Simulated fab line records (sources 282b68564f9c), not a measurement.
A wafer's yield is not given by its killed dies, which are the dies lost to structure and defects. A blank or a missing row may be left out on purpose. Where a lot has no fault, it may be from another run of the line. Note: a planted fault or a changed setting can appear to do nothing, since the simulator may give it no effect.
fab line records -- flow ritCmos
record: lots: 6, wafers: 18, lastDay: 8
route steps=202 shown PLDD@116 SPACER@125 NSD@131 PSD@142 SDANNEAL@153 SILICIDE@161
lots with no fault: from the same line, run without faults
startH: the number of hours between the record's first day and the start of the first shown wafer of the lot -- waitH: hours elapsed since this lot's preceding step -- " as in the row above -- L1.1+2: several wafers, shown together as one row -- - no value, or no start given -- * or withheld: withheld -- < > ~ a bound
route shown NAME@n: a module of which the file shows steps, and the number in the route of the first -- usual: mean/standard deviation taken from wafers without a fault -- same: alike in all rows -- chamber/n: place in a boat -- sites: each site's reading -- _std_site: the values' standard deviation -- _edge_site: the outer-site mean with the inner-site mean subtracted -- radiusMm: for every site, how far away it sits from the centre of the wafer -- mask NAME#n: copy n -- behind: the last tool/chamber to shape the wafer -- hold: cause of the lot's hold/its duration in hours/its outcome -- device: whichever transistor did not switch (one of n, p or np) -- end of line: the same wafers' tests at the end of the route -- where a step has no rows: the recipe by itself -- killed: not the wafer's yield, but the dies lost to structure and defects at the first sort -- map: shows each die of a wafer: x if killed, . if not, _ if none is there
set.NAME: setting as actually run; set.NAME@STEP: the setting as run at that earlier step -- model.NAME: the simulator's own value behind a step, which no gauge read
lots at some steps of the route; a table a step, a row a wafer
services: the hour from which a tool's chamber was out of use, counted from the record's first day as startH (under 0 if before that day), plus the number of hours and why
== steps ==
step: RIT_PLDD_SOFTBAKE_02
recipe: resist: NOVOLAK, tempC: 90, timeS: 60
step: RIT_PLDD_EXPOSE_03
recipe: maskId: M8, na: 0.57, targetCdNm: 40900, doseMj: 250
step: RIT_PLDD_PEB_04
recipe: resist: NOVOLAK, tempC: withheld, timeS: withheld
step: RIT_PLDD_DEVELOP_05
recipe: resist: NOVOLAK, developTimeS: 50, devTempC: 23
step: RIT_PLDD_OVL_MEAS_06
usual: PLDD_OVL: 0.4/1.3
lot.wafer,tool,chamber,startH,waitH,PLDD_OVL[nm]
L463.2,overlay-01,-,50.32,-,-0.6
L463.3,overlay-01,-,50.32,-,-1.4
L463.4,overlay-01,-,50.32,-,0.8
L465.1,overlay-01,-,62.31,-,1.8
L465.2,overlay-01,-,62.31,-,1.4
L465.6,overlay-01,-,62.31,-,2.8
L476.1,overlay-02,-,119.03,-,-1.8
L476.5,overlay-02,-,119.03,-,-0.3
L476.6,overlay-02,-,119.03,-,0.1
L480.3,overlay-02,-,136.04,-,0.2
L480.4,overlay-02,-,136.04,-,1.4
L480.5,overlay-02,-,136.04,-,0.1
L481.3,overlay-02,-,136.27,-,-0.7
L481.4,overlay-02,-,136.27,-,-0.7
L481.5,overlay-02,-,136.27,-,-0.8
L486.4,overlay-02,-,167.18,-,1.6
L486.5,overlay-02,-,167.18,-,0.5
L486.6,overlay-02,-,167.18,-,0.0
step: RIT_PLDD_HARDBAKE_07
recipe: resist: NOVOLAK, tempC: 140, timeS: 60
step: RIT_PLDD_IMPLANT_08
recipe: species: BF2, energyKev: 20, doseCm2: 9e+14, tiltDeg: 7
step: RIT_PLDD_STRIP_09
recipe: chemistry: O2, timeS: 180, resist: NOVOLAK, platenTempC: withheld, powerW: 500, pressureMtorr: 4000, o2FlowSccm: 4000
usual: drypumpMotorCurrentA: 6.2/0.36
lot.wafer,tool,chamber,startH,waitH,drypumpMotorCurrentA,rfHoursCounterH
L463.2,plasmaAsher-03,1,50.65,0.1,5.8,41
L463.3,plasmaAsher-03,0,50.65,0.1,5.8,-
L463.4,plasmaAsher-03,1,50.65,0.1,5.7,-
L465.1,plasmaAsher-01,0,62.64,0.1,5.7,42
L465.2,plasmaAsher-01,1,62.64,0.1,6.4,42
L465.6,plasmaAsher-01,0,62.64,0.1,5.7,-
L476.1,plasmaAsher-01,1,119.37,0.1,6.5,0
L476.5,plasmaAsher-01,0,119.37,0.1,5.7,-
L476.6,plasmaAsher-01,1,119.37,0.1,6.4,-
L480.3,plasmaAsher-04,0,136.42,0.1,6.6,-
L480.4,plasmaAsher-04,1,136.42,0.1,6.3,-
L480.5,plasmaAsher-04,1,136.42,0.1,6.3,-
L481.3,plasmaAsher-03,1,136.65,0.1,5.8,-
L481.4,plasmaAsher-03,0,136.65,0.1,5.9,-
L481.5,plasmaAsher-03,1,136.65,0.1,5.8,-
L486.4,plasmaAsher-01,1,167.55,0.1,6.4,-
L486.5,plasmaAsher-01,1,167.55,0.1,6.5,-
L486.6,plasmaAsher-01,0,167.55,0.1,5.7,-
step: RIT_PLDD_TW_MEAS_10
usual: PLDD_TW: 2328/13
lot.wafer,tool,chamber,startH,waitH,PLDD_TW
L463.2,filmMetro-03,-,50.84,0.1,2325
L463.3,filmMetro-03,-,50.84,0.1,2304
L463.4,filmMetro-03,-,50.84,0.1,2325
L465.1,filmMetro-03,-,62.82,0.1,2325
L465.2,filmMetro-03,-,62.82,0.1,2320
L465.6,filmMetro-03,-,62.82,0.1,2319
L476.1,filmMetro-04,-,119.54,0.1,2321
L476.5,filmMetro-04,-,119.54,0.1,2315
L476.6,filmMetro-04,-,119.54,0.1,2317
L480.3,filmMetro-01,-,136.56,0.1,2340
L480.4,filmMetro-01,-,136.56,0.1,2350
L480.5,filmMetro-01,-,136.56,0.1,2347
L481.3,filmMetro-04,-,136.79,0.1,2316
L481.4,filmMetro-04,-,136.79,0.1,2340
L481.5,filmMetro-04,-,136.79,0.1,2328
L486.4,filmMetro-03,-,167.70,0.1,2328
L486.5,filmMetro-03,-,167.70,0.1,2340
L486.6,filmMetro-03,-,167.70,0.1,2340
step: RIT_SPACER_CLEAN_00
recipe: chemistry: SC1, mix: 3:3:50, timeS: 600, tempC: 75
step: RIT_SPACER_CLEAN_01
recipe: chemistry: dHF, dilution: 50:1, timeS: 30
step: RIT_SPACER_CLEAN_02
recipe: chemistry: SC2, mix: 3:3:50, timeS: 600, tempC: 75, dry: n2Spin
step: RIT_SPACER_CVD_03
recipe: material: Si3N4, targetThkNm: 250, tempC: 810, precursor: SiH2Cl2/NH3, timeS: 3300, pressureMtorr: 300, sih2cl2FlowSccm: 60, nh3FlowSccm: 150
usual: nh3FlowSccm: 150.0/0.44, spikeTcCentreC: 812.4/1.1, susceptorTempC: 810.0/0.33
lot.wafer,tool,chamber,startH,waitH,nh3FlowSccm,spikeTcCentreC,susceptorTempC,model.Si3N4_of_SPACER_CVD_03.thkNm
L463.2,lpcvd-01,0,51.28,0.0,150.5,813.9,810.2,251.7
L463.3,lpcvd-01,0,51.28,0.0,150.6,813.0,810.2,251.2
L463.4,lpcvd-01,0,51.28,0.0,149.6,811.8,809.8,253.5
L465.1,lpcvd-01,1,63.26,0.0,150.9,813.2,810.2,251.5
L465.2,lpcvd-01,1,63.26,0.0,150.5,813.3,810.4,253.8
L465.6,lpcvd-01,1,63.26,0.0,151.0,814.2,810.5,254.8
L476.1,lpcvd-01,1,120.00,0.0,150.0,811.8,810.2,191.4
L476.5,lpcvd-01,1,120.00,0.0,150.3,813.4,810.2,189.6
L476.6,lpcvd-01,1,120.00,0.0,150.2,811.7,810.1,189.1
L480.3,lpcvd-01,0,137.00,0.0,149.6,815.5,809.4,187.7
L480.4,lpcvd-01,0,137.00,0.0,148.9,813.2,809.3,188.3
L480.5,lpcvd-01,0,137.00,0.0,149.8,813.4,809.9,189.1
L481.3,lpcvd-02,0,138.53,1.2,150.7,810.4,809.8,248.3
L481.4,lpcvd-02,0,138.53,1.2,149.9,811.8,810.1,249.3
L481.5,lpcvd-02,0,138.53,1.2,150.2,811.4,809.4,249.7
L486.4,lpcvd-02,0,168.80,0.7,149.7,811.6,810.0,248
L486.5,lpcvd-02,0,168.80,0.7,150.0,811.3,809.7,248.2
L486.6,lpcvd-02,0,168.80,0.7,149.6,810.5,809.8,247.5
step: RIT_SPACER_THK_MEAS_04
recipe: reads: Si3N4_of_SPACER_CVD_03
usual: SPACER_NITRIDE_THK: 250.2/2.7
lot.wafer,tool,chamber,startH,waitH,SPACER_NITRIDE_THK[nm]
L463.2,filmMetro-03,-,53.21,0.0,251.7
L463.3,filmMetro-03,-,53.21,0.0,251.4
L463.4,filmMetro-03,-,53.21,0.0,253.6
L465.1,filmMetro-02,-,65.18,0.0,251.6
L465.2,filmMetro-02,-,65.18,0.0,254.0
L465.6,filmMetro-02,-,65.18,0.0,254.8
L476.1,filmMetro-04,-,121.92,0.0,191.4
L476.5,filmMetro-04,-,121.92,0.0,189.5
L476.6,filmMetro-04,-,121.92,0.0,189.1
L480.3,filmMetro-03,-,138.93,0.0,187.7
L480.4,filmMetro-03,-,138.93,0.0,188.3
L480.5,filmMetro-03,-,138.93,0.0,189.0
L481.3,filmMetro-03,-,140.47,0.0,248.1
L481.4,filmMetro-03,-,140.47,0.0,249.2
L481.5,filmMetro-03,-,140.47,0.0,249.7
L486.4,filmMetro-02,-,170.75,0.0,247.9
L486.5,filmMetro-02,-,170.75,0.0,248.3
L486.6,filmMetro-02,-,170.75,0.0,247.7
step: RIT_SPACER_ETCHBACK_05
recipe: targetDepthA: 2500, SF6_flow_sccm: 30, CHF3_flow_sccm: 30, target: Si3N4, chemistry: SF6/CHF3, pressureMtorr: 40, rfW: 250, timeS: 240, stopOn: SiO2
usual: drypumpMotorCurrentA: 5.8/0.47, oesProductAu: 0.849/0.013, throttleValvePct: 10.30/0.16
lot.wafer,tool,chamber,startH,waitH,drypumpMotorCurrentA,oesProductAu,rfHoursCounterH,throttleValvePct,model.etch.depthNm
L463.2,rieDiel-02,2,53.26,0.0,5.7,0.844,35,10.34,251.7
L463.3,rieDiel-02,0,53.26,0.0,6.2,0.836,41,10.46,251.2
L463.4,rieDiel-02,3,53.26,0.0,5.1,0.884,69,10.19,253.5
L465.1,rieDiel-01,3,65.24,0.1,6.1,0.856,17,10.11,251.5
L465.2,rieDiel-01,0,65.24,0.1,6.4,0.865,5,10.48,253.8
L465.6,rieDiel-01,2,65.24,0.1,5.1,0.875,-,10.33,254.8
L476.1,rieDiel-01,0,121.98,0.1,6.4,0.709,7,10.41,191.4
L476.5,rieDiel-01,1,121.98,0.1,6.2,0.691,-,10.01,189.6
L476.6,rieDiel-01,2,121.98,0.1,5.1,0.718,-,10.26,189.1
L480.3,rieDiel-01,1,138.97,0.0,6.2,0.689,5,10.01,187.7
L480.4,rieDiel-01,3,138.97,0.0,6.1,0.706,-,10.09,188.3
L480.5,rieDiel-01,1,138.97,0.0,6.2,0.692,-,10.02,189.1
L481.3,rieDiel-04,3,140.51,0.0,5.4,0.833,92,10.14,248.3
L481.4,rieDiel-04,1,140.51,0.0,5.5,0.854,55,10.55,249.3
L481.5,rieDiel-04,2,140.51,0.0,5.6,0.849,-,10.12,249.7
L486.4,rieDiel-04,3,170.78,0.0,5.4,0.834,93,10.11,248
L486.5,rieDiel-04,3,170.78,0.0,5.4,0.832,-,10.13,248.2
L486.6,rieDiel-04,0,170.78,0.0,6.1,0.862,-,10.26,247.5
step: RIT_NSD_HMDS_00
recipe: primeTimeS: 60, primeTempC: 140
step: RIT_NSD_COAT_01
recipe: resist: NOVOLAK, spinRpm: 3250, resistThkNm: 1000
step: RIT_NSD_SOFTBAKE_02
recipe: resist: NOVOLAK, tempC: 90, timeS: 60
step: RIT_NSD_EXPOSE_03
recipe: maskId: M9, na: 0.57, targetCdNm: 40700, doseMj: 250
step: RIT_NSD_PEB_04
recipe: resist: NOVOLAK, tempC: withheld, timeS: withheld
step: RIT_NSD_DEVELOP_05
recipe: resist: NOVOLAK, developTimeS: 50, devTempC: 23.85
step: RIT_NSD_OVL_MEAS_06
usual: NSD_OVL: 0.3/1.5
lot.wafer,tool,chamber,startH,waitH,NSD_OVL[nm]
L463.2,overlay-01,-,54.40,-,1.7
L463.3,overlay-01,-,54.40,-,2.6
L463.4,overlay-01,-,54.40,-,0.2
L465.1,overlay-01,-,66.37,-,3.3
L465.2,overlay-01,-,66.37,-,5.0
L465.6,overlay-01,-,66.37,-,2.4
L476.1,overlay-01,-,122.98,-,1.8
L476.5,overlay-01,-,122.98,-,-1.0
L476.6,overlay-01,-,122.98,-,0.4
L480.3,overlay-01,-,139.99,-,-0.5
L480.4,overlay-01,-,139.99,-,-1.9
L480.5,overlay-01,-,139.99,-,0.7
L481.3,overlay-01,-,141.64,-,-1.0
L481.4,overlay-01,-,141.64,-,-2.6
L481.5,overlay-01,-,141.64,-,-1.4
L486.4,overlay-02,-,171.92,-,1.6
L486.5,overlay-02,-,171.92,-,1.5
L486.6,overlay-02,-,171.92,-,0.7
step: RIT_NSD_HARDBAKE_07
recipe: resist: NOVOLAK, tempC: 140, timeS: 60
step: RIT_NSD_IMPLANT_08
recipe: species: P, energyKev: 25, doseCm2: 1e+15, tiltDeg: 7
step: RIT_NSD_STRIP_09
recipe: chemistry: O2, timeS: 180, resist: NOVOLAK, platenTempC: withheld, powerW: 500, pressureMtorr: 4000, o2FlowSccm: 4000
usual: drypumpMotorCurrentA: 5.92/0.24
lot.wafer,tool,chamber,startH,waitH,drypumpMotorCurrentA,rfHoursCounterH
L463.2,plasmaAsher-02,0,54.73,0.1,5.74,44
L463.3,plasmaAsher-02,1,54.73,0.1,5.91,-
L463.4,plasmaAsher-02,0,54.73,0.1,5.76,-
L465.1,plasmaAsher-02,0,66.70,0.1,5.79,45
L465.2,plasmaAsher-02,1,66.70,0.1,5.91,45
L465.6,plasmaAsher-02,0,66.70,0.1,5.75,-
L476.1,plasmaAsher-02,1,123.32,0.1,5.93,51
L476.5,plasmaAsher-02,0,123.32,0.1,5.79,-
L476.6,plasmaAsher-02,1,123.32,0.1,5.96,-
L480.3,plasmaAsher-03,0,140.37,0.1,5.83,-
L480.4,plasmaAsher-03,1,140.37,0.1,5.79,-
L480.5,plasmaAsher-03,0,140.37,0.1,5.82,-
L481.3,plasmaAsher-03,1,142.03,0.1,5.78,-
L481.4,plasmaAsher-03,0,142.03,0.1,5.84,-
L481.5,plasmaAsher-03,0,142.03,0.1,5.86,-
L486.4,plasmaAsher-02,1,172.29,0.1,5.93,-
L486.5,plasmaAsher-02,1,172.29,0.1,5.93,-
L486.6,plasmaAsher-02,0,172.29,0.1,5.74,-
step: RIT_NSD_TW_MEAS_10
usual: NSD_TW: 3100/19
lot.wafer,tool,chamber,startH,waitH,NSD_TW
L463.2,filmMetro-04,-,54.92,0.1,3070
L463.3,filmMetro-04,-,54.92,0.1,3064
L463.4,filmMetro-04,-,54.92,0.1,3064
L465.1,filmMetro-03,-,66.88,0.1,3096
L465.2,filmMetro-03,-,66.88,0.1,3113
L465.6,filmMetro-03,-,66.88,0.1,3095
L476.1,filmMetro-04,-,123.49,0.1,3107
L476.5,filmMetro-04,-,123.49,0.1,3094
L476.6,filmMetro-04,-,123.49,0.1,3119
L480.3,filmMetro-01,-,140.51,0.1,3117
L480.4,filmMetro-01,-,140.51,0.1,3104
L480.5,filmMetro-01,-,140.51,0.1,3113
L481.3,filmMetro-03,-,142.16,0.1,3089
L481.4,filmMetro-03,-,142.16,0.1,3084
L481.5,filmMetro-03,-,142.16,0.1,3091
L486.4,filmMetro-03,-,172.44,0.1,3126
L486.5,filmMetro-03,-,172.44,0.1,3099
L486.6,filmMetro-03,-,172.44,0.1,3103
step: RIT_PSD_HMDS_00
recipe: primeTimeS: 60, primeTempC: 140
step: RIT_PSD_COAT_01
recipe: resist: NOVOLAK, spinRpm: 3250, resistThkNm: 1000
step: RIT_PSD_SOFTBAKE_02
recipe: resist: NOVOLAK, tempC: 90, timeS: 60
step: RIT_PSD_EXPOSE_03
recipe: maskId: M10, na: 0.57, targetCdNm: 40900, doseMj: 250
step: RIT_PSD_PEB_04
recipe: resist: NOVOLAK, tempC: withheld, timeS: withheld
step: RIT_PSD_DEVELOP_05
recipe: resist: NOVOLAK, developTimeS: 50, devTempC: 23
step: RIT_PSD_OVL_MEAS_06
usual: PSD_OVL: -0.5/1.5
lot.wafer,tool,chamber,startH,waitH,PSD_OVL[nm]
L463.2,overlay-01,-,55.96,-,0.1
L463.3,overlay-01,-,55.96,-,0.5
L463.4,overlay-01,-,55.96,-,0.2
L465.1,overlay-01,-,68.11,-,-1.7
L465.2,overlay-01,-,68.11,-,-0.2
L465.6,overlay-01,-,68.11,-,1.4
L476.1,overlay-02,-,124.52,-,-0.8
L476.5,overlay-02,-,124.52,-,-1.0
L476.6,overlay-02,-,124.52,-,-0.9
L480.3,overlay-02,-,141.41,-,2.0
L480.4,overlay-02,-,141.41,-,-0.3
L480.5,overlay-02,-,141.41,-,1.4
L481.3,overlay-01,-,143.07,-,0.6
L481.4,overlay-01,-,143.07,-,0.6
L481.5,overlay-01,-,143.07,-,0.7
L486.4,overlay-02,-,173.46,-,-3.1
L486.5,overlay-02,-,173.46,-,-3.7
L486.6,overlay-02,-,173.46,-,-1.3
step: RIT_PSD_HARDBAKE_07
recipe: resist: NOVOLAK, tempC: 140, timeS: 60
step: RIT_PSD_IMPLANT_08
recipe: species: BF2, energyKev: 27, doseCm2: 5e+15, tiltDeg: 7
step: RIT_PSD_STRIP_09
recipe: chemistry: O2, timeS: 180, resist: NOVOLAK, platenTempC: withheld, powerW: 500, pressureMtorr: 4000, o2FlowSccm: 4000
usual: drypumpMotorCurrentA: 6.2/0.35
lot.wafer,tool,chamber,startH,waitH,drypumpMotorCurrentA,rfHoursCounterH
L463.2,plasmaAsher-02,0,56.29,0.1,5.8,44
L463.3,plasmaAsher-02,1,56.29,0.1,5.9,-
L463.4,plasmaAsher-02,0,56.29,0.1,5.8,-
L465.1,plasmaAsher-04,0,68.45,0.1,6.6,23
L465.2,plasmaAsher-04,1,68.45,0.1,6.3,23
L465.6,plasmaAsher-04,0,68.45,0.1,6.7,-
L476.1,plasmaAsher-04,1,124.86,0.1,6.3,31
L476.5,plasmaAsher-04,1,124.86,0.1,6.3,-
L476.6,plasmaAsher-04,0,124.86,0.1,6.6,-
L480.3,plasmaAsher-01,1,141.81,0.1,6.4,-
L480.4,plasmaAsher-01,0,141.81,0.1,5.7,-
L480.5,plasmaAsher-01,1,141.81,0.1,6.4,-
L481.3,plasmaAsher-02,1,143.45,0.1,5.9,-
L481.4,plasmaAsher-02,0,143.45,0.1,5.8,-
L481.5,plasmaAsher-02,1,143.45,0.1,5.9,-
L486.4,plasmaAsher-02,1,173.84,0.1,5.9,-
L486.5,plasmaAsher-02,1,173.84,0.1,5.9,-
L486.6,plasmaAsher-02,0,173.84,0.1,5.8,-
step: RIT_PSD_TW_MEAS_10
usual: PSD_TW: 3404/19
lot.wafer,tool,chamber,startH,waitH,PSD_TW
L463.2,filmMetro-03,-,56.47,0.1,3392
L463.3,filmMetro-03,-,56.47,0.1,3414
L463.4,filmMetro-03,-,56.47,0.1,3397
L465.1,filmMetro-04,-,68.62,0.1,3363
L465.2,filmMetro-04,-,68.62,0.1,3368
L465.6,filmMetro-04,-,68.62,0.1,3359
L476.1,filmMetro-04,-,125.03,0.1,3417
L476.5,filmMetro-04,-,125.03,0.1,3409
L476.6,filmMetro-04,-,125.03,0.1,3402
L480.3,filmMetro-01,-,141.94,0.1,3425
L480.4,filmMetro-01,-,141.94,0.1,3416
L480.5,filmMetro-01,-,141.94,0.1,3421
L481.3,filmMetro-03,-,143.58,0.1,3395
L481.4,filmMetro-03,-,143.58,0.1,3371
L481.5,filmMetro-03,-,143.58,0.1,3390
L486.4,filmMetro-03,-,173.99,0.1,3419
L486.5,filmMetro-03,-,173.99,0.1,3416
L486.6,filmMetro-03,-,173.99,0.1,3417
step: RIT_SDANNEAL_CLEAN_00
recipe: chemistry: SC1, mix: 3:3:50, timeS: 600, tempC: 75
step: RIT_SDANNEAL_CLEAN_01
recipe: chemistry: dHF, dilution: 50:1, timeS: 30
step: RIT_SDANNEAL_CLEAN_02
recipe: chemistry: SC2, mix: 3:3:50, timeS: 600, tempC: 75, dry: n2Spin
step: RIT_SDANNEAL_RTA_03
recipe: tempC: 1050, timeS: 5.174, idleTempC: 600, rampUpCPerS: 342, rampDownCPerS: 171, coolToC: 600, ambient: N2
usual: wafer_temp_C_max: 1053.5/1.2
lot.wafer,tool,chamber,startH,waitH,wafer_temp_C_max
L463.2,rtpAnneal-02,0,56.90,0.0,1052.8
L463.3,rtpAnneal-02,0,56.90,0.0,1051.8
L463.4,rtpAnneal-02,0,56.90,0.0,1052.4
L465.1,rtpAnneal-02,0,69.05,0.0,1054.9
L465.2,rtpAnneal-02,0,69.05,0.0,1053.2
L465.6,rtpAnneal-02,0,69.05,0.0,1054.0
L476.1,rtpAnneal-02,0,125.48,0.0,1054.4
L476.5,rtpAnneal-02,0,125.48,0.0,1054.1
L476.6,rtpAnneal-02,0,125.48,0.0,1054.9
L480.3,rtpAnneal-01,0,142.37,0.0,1054.5
L480.4,rtpAnneal-01,0,142.37,0.0,1054.2
L480.5,rtpAnneal-01,0,142.37,0.0,1053.2
L481.3,rtpAnneal-02,0,144.03,0.0,1053.1
L481.4,rtpAnneal-02,0,144.03,0.0,1053.6
L481.5,rtpAnneal-02,0,144.03,0.0,1053.2
L486.4,rtpAnneal-01,0,174.41,0.0,1052.0
L486.5,rtpAnneal-01,0,174.41,0.0,1054.3
L486.6,rtpAnneal-01,0,174.41,0.0,1050.5
step: RIT_SDANNEAL_RS_MEAS_04
recipe: thkMeasGauge: four-point-probe
usual: PSD_RS: 115.5/0.34
lot.wafer,tool,chamber,startH,waitH,PSD_RS[ohm/sq]
L463.2,filmMetro-03,-,56.97,0.1,115.3
L463.3,filmMetro-03,-,56.97,0.1,115.8
L463.4,filmMetro-03,-,56.97,0.1,115.1
L465.1,filmMetro-03,-,69.11,0.0,114.9
L465.2,filmMetro-03,-,69.11,0.0,115.4
L465.6,filmMetro-03,-,69.11,0.0,115.4
L476.1,filmMetro-03,-,125.53,0.0,115.9
L476.5,filmMetro-03,-,125.53,0.0,115.6
L476.6,filmMetro-03,-,125.53,0.0,115.3
L480.3,filmMetro-03,-,142.45,0.1,115.3
L480.4,filmMetro-03,-,142.45,0.1,115.5
L480.5,filmMetro-03,-,142.45,0.1,115.5
L481.3,filmMetro-04,-,144.11,0.1,116.1
L481.4,filmMetro-04,-,144.11,0.1,115.7
L481.5,filmMetro-04,-,144.11,0.1,116.1
L486.4,filmMetro-03,-,174.50,0.1,115.0
L486.5,filmMetro-03,-,174.50,0.1,115.3
L486.6,filmMetro-03,-,174.50,0.1,115.1
step: RIT_SILICIDE_WET_ETCH_00
recipe: chemistry: BOE, target: SiO2, targetDepthNm: 14, timeS: 15, dry: n2Spin, dilution: 10:1, tempC: 21.5
lot.wafer,tool,chamber,startH,waitH,model.Si3N4_of_SPACER_CVD_03.thkNm
L463.2,wetBench-04,1,57.43,0.1,196.2
L463.3,wetBench-04,1,57.43,0.1,195
L463.4,wetBench-04,1,57.43,0.1,197
L465.1,wetBench-03,1,69.59,0.1,195.1
L465.2,wetBench-03,1,69.59,0.1,197.2
L465.6,wetBench-03,1,69.59,0.1,198.1
L476.1,wetBench-03,0,126.01,0.1,148.7
L476.5+6,wetBench-03,0,126.01,0.1,147
L480.3,wetBench-02,1,142.89,0.1,145.1
L480.4,wetBench-02,1,142.89,0.1,146.1
L480.5,wetBench-02,1,142.89,0.1,146.5
L481.3,wetBench-02,1,144.55,0.1,193.7
L481.4,wetBench-02,1,144.55,0.1,195.4
L481.5,wetBench-02,1,144.55,0.1,195.7
L486.4,wetBench-02,3,174.92,0.0,192.8
L486.5,wetBench-02,3,174.92,0.0,193.1
L486.6,wetBench-02,3,174.92,0.0,193.8
== services ==
tool,chamber,startH,hours,kind
rtpAnneal-01,-,32.50,3.2,pm
rieDiel-04,3,60.04,2.2,repair
plasmaAsher-02,-,72.58,11.4,pm
rieDiel-02,3,100.56,8.9,repair
rieDiel-04,-,107.70,28.1,pm
plasmaAsher-01,-,108.75,9.0,pm
plasmaAsher-01,0,108.75,9.0,ventCycle
plasmaAsher-01,1,108.75,9.0,ventCycle
plasmaAsher-03,-,110.39,7.6,repair
plasmaAsher-01,0,117.75,-,clean
plasmaAsher-01,1,117.75,-,clean
lpcvd-02,-,121.74,6.1,pm
rieDiel-01,2,130.62,-,clean
rieDiel-01,2,130.62,23.5,scheduledDown
rieDiel-01,2,130.62,23.5,ventCycle
rtpAnneal-02,-,147.55,5.6,pm
plasmaAsher-04,-,158.88,1.4,repair
plasmaAsher-03,-,162.43,1.9,repair
== key ==
firstSign: step: RIT_SPACER_THK_MEAS_04, reading: SPACER_NITRIDE_THK, direction: down, sigmas: 23, usual: 250.2, struck: 189.2
effect: step: RIT_SPACER_ETCHBACK_05, reading: oesProductAu, direction: down, sigmas: 11, usual: 0.849, struck: 0.701
modelEffect: step: RIT_SPACER_CVD_03, value: Si3N4_of_SPACER_CVD_03.thkNm, without: 251.3, struck: 189.2
modelEffect: step: RIT_SPACER_ETCHBACK_05, value: etch.depthNm, without: 251.3, struck: 189.2
modelEffect: step: RIT_SILICIDE_WET_ETCH_00, value: Si3N4_of_SPACER_CVD_03.thkNm, without: 195.2, struck: 146.7
metAt RIT_SPACER_CVD_03
struckWafers L476.1,L476.5,L476.6,L480.3,L480.4,L480.5
sortLeftOut L476.1,L476.5,L476.6,L480.3,L480.4,L480.5
testerLeftOut L476,L480
onsetBetween 63.26 120.00
fault: kind: processParameterDrift, tool: lpcvd-01, chamber: -, onsetH: 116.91, steps: RIT_SPACER_CVD_03, channel: targetThkNm, offset: -62.08, shape: step, endH: 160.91, actsIn: theseRecipesOnly, stated: 250
testerLeftOut: of these lots the tester's yield and bins aren't shown, on N5 and GAA mostly nor the transistor test; their killed dies are dies lost to structure and defects alone, not to doping, threshold or leakage, so they don't give the yield
sortLeftOut: the simulated sort isn't trusted on such a fault, so these wafers' sort isn't shown, and their yield isn't known
